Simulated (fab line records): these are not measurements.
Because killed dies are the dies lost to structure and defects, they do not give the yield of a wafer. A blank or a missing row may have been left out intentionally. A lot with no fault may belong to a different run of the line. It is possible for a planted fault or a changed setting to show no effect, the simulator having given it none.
Comparing a struck lot with a sound one	flow ritCmos	43 steps out of a route of 202
Sound: the wafers L426.1, L426.5, L426.6. The struck wafers were L430.1, L430.2, L430.6. Last of all comes the cause.
Per side, at each step with rows, come the tool, then ch with its chambers, and then its first start. Under that, the readings that differ: sound wafers	struck wafers	difference of the means	sigmas: that difference in standard deviations of wafers without a fault.
alike: readings with means less than 2 such deviations apart, plus words and numbers identical on both sides. not compared: withheld readings, readings lacking a value on some wafer, bounds such as >300 that could conceal the same value, and numbers that have no deviation in the record and whose values overlap.
The two part at a step that has a row with sigmas, a row that says differs or no value, or rows on one side only. Numbers that have no deviation but don't overlap get no sigmas and don't part them. Lack of a reading on every wafer of one side parts them only where that side has two or more wafers.

first, 4 steps without rows for these wafers: RIT_SDANNEAL_CLEAN_00 (cleans in SC1, time 600 s); RIT_SDANNEAL_CLEAN_01 (cleans in dHF, time 30 s); RIT_SDANNEAL_CLEAN_02 (cleans in SC2, time 600 s); RIT_SDANNEAL_RTA_03 (time 5 s).
RIT_SDANNEAL_RS_MEAS_04: a four-point-probe measurement.
  sound: filmMetro-04 at day 4 03:19; struck: filmMetro-03 at day 5 01:55
  alike: PSD_RS
RIT_SDANNEAL_RS_MEAS_05: a four-point-probe measurement.
  sound: filmMetro-04 at day 4 03:26; struck: filmMetro-03 at day 5 02:02
  alike: NSD_RS
RIT_SDANNEAL_RS_MEAS_06: a four-point-probe measurement.
  sound: filmMetro-04 at day 4 03:33; struck: filmMetro-03 at day 5 02:09
  alike: PLDD_RS
RIT_SDANNEAL_RS_MEAS_07: a four-point-probe measurement.
  sound: filmMetro-04 at day 4 03:40; struck: filmMetro-03 at day 5 02:16
  alike: NLDD_RS
then, 1 step without rows for these wafers: RIT_SILICIDE_WET_ETCH_00 (etches SiO2 in BOE, target depth 14 nm, time 15 s).
RIT_SILICIDE_SPUTTER_01: material Ti, target thk 30 nm, time 240 s.
  sound: pvdSputter-04 at day 4 03:48; struck: pvdSputter-04 at day 5 02:25
  alike: throttleValvePct
RIT_SILICIDE_RS_MEAS_02: a four-point-probe measurement.
  sound: filmMetro-02 at day 4 03:57; struck: filmMetro-02 at day 5 02:34
  alike: SILICIDE_TI_RS
RIT_SILICIDE_THK_MEAS_03: measures by xrf.
  sound: filmMetro-02 at day 4 04:04; struck: filmMetro-02 at day 5 02:41
  alike: SILICIDE_TI_THK
RIT_SILICIDE_RTA_04: time 10 s, ramp up 5 s, ramp down 5 s.
  sound on rtpAnneal-01 ch 0, day 4 04:08; struck on rtpAnneal-01 ch 0, day 5 02:44
  alike: wafer_temp_C_max
then, 2 steps without rows for these wafers: RIT_SILICIDE_WET_ETCH_05 (etches Ti in SPM, time 120 s); RIT_SILICIDE_RTA_06 (time 10 s, ramp up 5 s, ramp down 10 s).
RIT_CONTACT_CVD_00: deposits SiO2 from TEOS, target thk 400 nm, time 61 s.
  sound on pecvd-02 ch 0,1,2, day 4 04:19; struck on pecvd-03 ch 0,1,2, day 5 02:55
  alike: heaterPowerW
RIT_CONTACT_THK_MEAS_01:
  sound: filmMetro-01 at day 4 04:22; struck: filmMetro-01 at day 5 02:58
  alike: CONTACT_TEOS_THK
then, 6 steps without rows for these wafers: RIT_CONTACT_HMDS_02 (prime time 60 s); RIT_CONTACT_COAT_03 (resist thk 1000 nm); RIT_CONTACT_SOFTBAKE_04 (time 60 s); RIT_CONTACT_EXPOSE_05 (exposes mask M11, target cd 1000 nm); RIT_CONTACT_PEB_06; RIT_CONTACT_DEVELOP_07 (develop time 120 s).
RIT_CONTACT_CD_MEAS_08 targets a cd of 1000 nm.
  sound: cdSem-02 at day 4 05:23; struck: cdSem-02 at day 5 04:07
reading	sound	struck	difference	sigmas
cdNm (nm)	1005.9 1005.7 1003.5	998.0 999.7 997.4	-6.7	-4
RIT_CONTACT_OVL_MEAS_09:
  sound: overlay-01 at day 4 05:31; struck: overlay-01 at day 5 04:14
  alike: CONTACT_OVL
then, 1 step without rows for these wafers: RIT_CONTACT_HARDBAKE_10 (time 60 s).
RIT_CONTACT_ETCH_11: etches SiO2 in CHF3/CF4/Ar, stops on TiSi2, target depth 480 nm, time 320 s.
  sound on rieDiel-04 ch 2,3, day 4 05:42; struck on rieDiel-03 ch 1,2, day 5 04:25
  alike: drypumpMotorCurrentA, oesProductAu, throttleValvePct
  not compared: rfHoursCounterH
RIT_CONTACT_STRIP_12: strips in O2, time 180 s.
  sound on plasmaAsher-02 ch 0,1, day 4 05:53; struck on plasmaAsher-01 ch 0,1, day 5 04:37
  alike: drypumpMotorCurrentA, o2FlowSccm
  not compared: rfHoursCounterH
RIT_CONTACT_CD_MEAS_90 targets a cd of 1000 nm.
  sound: cdSem-01 at day 4 06:04; struck: cdSem-01 at day 5 04:47
reading	sound	struck	difference	sigmas
cdNm (nm)	1005.7 1005.3 1003.6	997.6 999.7 996.9	-6.8	-4
then, 2 steps without rows for these wafers: RIT_CONTACT_CLEAN_13 (cleans in SC1, time 600 s); RIT_CONTACT_CLEAN_14 (cleans in SC2, time 600 s).
RIT_M1_SPUTTER_00: material Al, target thk 400 nm, time 500 s.
  sound: pvdSputter-03 at day 4 06:32; struck: pvdSputter-03 at day 5 05:16
  alike: throttleValvePct
RIT_M1_RS_MEAS_01: a four-point-probe measurement.
  sound: filmMetro-02 at day 4 06:50; struck: filmMetro-03 at day 5 05:34
  alike: M1_AL_RS
RIT_M1_THK_MEAS_02: measures by xrf.
  sound: filmMetro-02 at day 4 06:57; struck: filmMetro-03 at day 5 05:41
  alike: M1_AL_THK
then, 6 steps without rows for these wafers: RIT_M1_HMDS_03 (prime time 60 s); RIT_M1_COAT_04 (resist thk 1300 nm); RIT_M1_SOFTBAKE_05 (time 60 s); RIT_M1_EXPOSE_06 (exposes mask M12, target cd 2600 nm); RIT_M1_PEB_07; RIT_M1_DEVELOP_08 (develop time 68 s).
RIT_M1_CD_MEAS_09 targets a cd of 2600 nm.
  sound: cdSem-02 at day 4 08:05; struck: cdSem-02 at day 5 06:38
  alike: cdNm
RIT_M1_OVL_MEAS_10:
  sound: overlay-01 at day 4 08:12; struck: overlay-02 at day 5 06:45
  alike: M1_OVL
RIT_M1_PROBE_99:
  sound: prober-02 at day 4 10:46; struck: prober-01 at day 5 09:28
reading	sound	struck	difference	sigmas
model.etest.npolyLine.rsOhmSq	17.08 17.12 16.95	17.37 17.31 17.48	+0.34	
model.etest.ppolyLine.rsOhmSq	16.54 16.54 16.4	16.86 16.6 16.97	+0.32	
model.etest.npolySal.rsOhmSq	4.38 4.344 4.358	4.521 4.446 4.568	+0.151	
model.etest.ppolySal.rsOhmSq	4.328 4.329 4.284	4.481 4.43 4.496	+0.155	
model.etest.pplusSal.rsOhmSq	4.369 4.333 4.278	4.475 4.431 4.514	+0.147	
model.etest.nplusSal.rsOhmSq	4.344 4.279 4.297	4.461 4.396 4.498	+0.145	
model.etest.nplusSal.lineOhmUm	1.269 1.248 1.251	1.304 1.271 1.317	+0.041	
  alike: killedAtContacts, killedAtFrontEnd, killedDies, killedOpen, killedShort

WHERE THEY PART
First at RIT_CONTACT_CD_MEAS_08; last, within this record, at RIT_CONTACT_CD_MEAS_90. Later steps at which nothing parts them and some readings are alike: RIT_M1_SPUTTER_00, RIT_M1_RS_MEAS_01, RIT_M1_THK_MEAS_02, RIT_M1_CD_MEAS_09, RIT_M1_OVL_MEAS_10, RIT_M1_PROBE_99.

WHY: the cause the simulator had injected
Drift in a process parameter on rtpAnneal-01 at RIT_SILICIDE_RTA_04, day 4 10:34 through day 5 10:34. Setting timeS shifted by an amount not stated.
